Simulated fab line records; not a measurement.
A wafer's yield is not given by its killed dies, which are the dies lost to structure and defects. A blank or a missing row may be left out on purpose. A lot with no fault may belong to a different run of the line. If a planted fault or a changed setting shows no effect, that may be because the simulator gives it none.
What tool caused it?    flow berkeley-cmos170    14 lots with 42 wafers sampled at 5 steps, on a route of 331 steps

== WHAT EACH GAUGE READ, for each wafer ==
UCB170_ACTIVE_OVL_MEAS_14.
lot   measured     on          ACTIVE_OVL (nm)
L223  day 5 10:13  overlay-02  0 -7 -5
L221  day 5 10:30  overlay-01  5 5 7
L222  day 5 10:40  overlay-02  2 6 -4
L226  day 5 18:59  overlay-01  1 1 1
L225  day 5 19:06  overlay-02  0 -6 -2
L227  day 6 09:50  overlay-01  -6 -4 -9
L230  day 6 20:16  overlay-01  -8 -10 -13
L237  day 8 09:04  overlay-01  -4 -3 -2
L236  day 8 09:20  overlay-02  -3 -5 -2
L240  day 8 14:58  overlay-01  5 1 -1
L239  day 8 15:21  overlay-01  0 -9 -5
L241  day 9 06:28  overlay-01  -4 -4 -4
L243  day 9 06:37  overlay-01  -5 4 2
L242  day 9 06:55  overlay-01  -1 8 2

UCB170_PFIELD_TW_MEAS_09.
lot   measured     on             PFIELD_TW
L223  day 5 14:17  film-metro-01  602 599 601
L221  day 5 14:34  film-metro-02  594 595 595
L222  day 5 14:47  film-metro-03  606 601 606
L226  day 5 20:48  film-metro-01  600 598 601
L225  day 5 21:41  film-metro-01  602 606 604
L227  day 6 12:05  film-metro-03  609 606 608
L230  day 6 22:16  film-metro-03  609 604 606
L237  day 8 13:07  film-metro-01  593 589 591
L236  day 8 13:25  film-metro-03  607 609 606
L240  day 8 18:27  film-metro-01  591 592 592
L239  day 8 18:34  film-metro-02  598 599 596
L241  day 9 08:29  film-metro-02  593 598 597
L243  day 9 08:37  film-metro-01  598 598 600
L242  day 9 09:13  film-metro-02  599 594 595

UCB170_GATE_THK_MEAS_02.
lot   measured      on             GATE_OXIDE_THK (nm)
L223  day 7 08:58   film-metro-02  6.12 6.18 6.25
L221  day 7 09:03   film-metro-01  6.48 6.57 6.49
L222  day 7 09:02   film-metro-02  6.28 6.29 6.25
L226  day 7 16:02   film-metro-02  5.79 5.79 5.82 5.73 5.73 5.82
L225  day 7 16:00   film-metro-04  5.96 5.89 5.90
L227  day 8 05:01   film-metro-02  6.69 6.66 6.69
L230  day 8 15:22   film-metro-02  6.56 6.57 6.57
L237  day 10 10:44  film-metro-02  6.70 6.73 6.65
L236  day 10 10:44  film-metro-01  6.63 6.66 6.62
L240  day 10 10:47  film-metro-02  6.49 6.66 6.54
L239  day 10 10:49  film-metro-01  6.59 6.66 6.66
L241  day 11 04:45  film-metro-02  6.64 6.68 6.67
L243  day 11 04:45  film-metro-01  6.35 6.45 6.52
L242  day 11 04:46  film-metro-04  6.65 6.66 6.63

UCB170_GATE_OVL_MEAS_13.
lot   measured      on          GATE_OVL (nm)
L223  day 7 17:19   overlay-02  -6 -8 -1
L221  day 7 17:52   overlay-01  12 7 16
L222  day 7 18:08   overlay-01  10 8 3
L226  day 8 01:54   overlay-02  -2 -5 -13
L225  day 8 01:37   overlay-01  10 4 9
L227  day 8 12:08   overlay-01  6 0 0
L230  day 8 22:22   overlay-01  8 12 13
L237  day 10 19:36  overlay-01  3 9 8
L236  day 10 19:34  overlay-02  8 6 8
L240  day 10 19:19  overlay-01  4 1 -2
L239  day 10 19:47  overlay-02  1 8 -2
L241  day 11 12:41  overlay-02  8 8 10
L243  day 11 12:11  overlay-02  1 -4 0
L242  day 11 12:28  overlay-01  5 -1 7

== TOOL THAT RAN EACH LOT (tool first, then ch and the chambers of the sampled wafers, then the start) ==
lot   UCB170_GATE_OXIDATION_01
L223  furnace-01 ch 0, day 7 07:24
L221  furnace-01 ch 0, day 7 07:24
L222  furnace-01 ch 0, day 7 07:24
L226  furnace-01 ch 0, day 7 14:30
L225  furnace-01 ch 0, day 7 14:30
L227  furnace-04 ch 0, day 8 03:29
L230  furnace-04 ch 0, day 8 13:50
L237  furnace-02 ch 0, day 10 09:14
L236  furnace-02 ch 0, day 10 09:14
L240  furnace-02 ch 0, day 10 09:14
L239  furnace-02 ch 0, day 10 09:14
L241  furnace-01 ch 0, day 11 03:14
L243  furnace-01 ch 0, day 11 03:14
L242  furnace-01 ch 0, day 11 03:14
- UCB170_GATE_OXIDATION_01: target thk 6.6 nm, ox time 1800 s.

== AS READ BY THE TOOLS THEMSELVES (means over the sampled wafers that have a number; for cases with no such wafer, the mark the record gives instead) ==
UCB170_GATE_OXIDATION_01.
lot   tool        spike-tc-centre-C (C)  spike-tc-load-C (C)  spike-tc-source-C (C)  tube-center-temp-C (C)  tube_center_temp_C_max
L223  furnace-01  851.4                  873.2                874.8                  850                     852.4
L221  furnace-01  851.0                  874.8                874.8                  850                     852.1
L222  furnace-01  851.5                  875.0                875.0                  850                     851.9
L226  furnace-01  843.0                  865.7                866.9                  841                     843.3
L225  furnace-01  843.3                  865.6                866.8                  841                     842.8
L227  furnace-04  851.4                  876.1                873.9                  850                     851.9
L230  furnace-04  853.5                  876.3                873.9                  850                     852.5
L237  furnace-02  852.4                  874.9                869.2                  850                     852.1
L236  furnace-02  851.5                  875.8                868.6                  850                     852.4
L240  furnace-02  853.6                  874.7                869.2                  850                     852.1
L239  furnace-02  851.9                  873.8                869.2                  850                     852.0
L241  furnace-01  852.1                  874.9                876.3                  850                     852.4
L243  furnace-01  850.6                  874.2                875.2                  850                     852.4
L242  furnace-01  851.7                  875.5                874.5                  850                     852.0

== THE ANSWER, worked out from the rows above alone ==
Rule: the usual values come from the lots themselves. The widest of any qualifying gaps counts: lots, ordered by their means at a reading, are off when they make up no more than a third of the lots, leave a main group of 4 or more, and stand apart from it by 3 or more times the standard deviation of that group's means. If all means in a main group match to the digits the tables above print for the reading, that group is not used. A lot without any number at a reading at which 4 lots or more have one is off too. The other lots that the step has rows for count as sound. The gauges are gone through in route order, then the tools' own readings, and for those a lot's mean is taken as printed above. The first step at which some lot is off is used, and at that step the reading that is off furthest; a lot without a number counts as furthest.
Off: L226, L225, at UCB170_GATE_OXIDATION_01 (tube_center_temp_C_max). Main group: mean 852.2, sd 0.21.
If a tool, at that step or one of the process steps before it, ran each lot that is off and ran no sound lot following the first of them, it fits. Of those tried, none fits.

== WHAT THE SIMULATOR HAD INSERTED ==
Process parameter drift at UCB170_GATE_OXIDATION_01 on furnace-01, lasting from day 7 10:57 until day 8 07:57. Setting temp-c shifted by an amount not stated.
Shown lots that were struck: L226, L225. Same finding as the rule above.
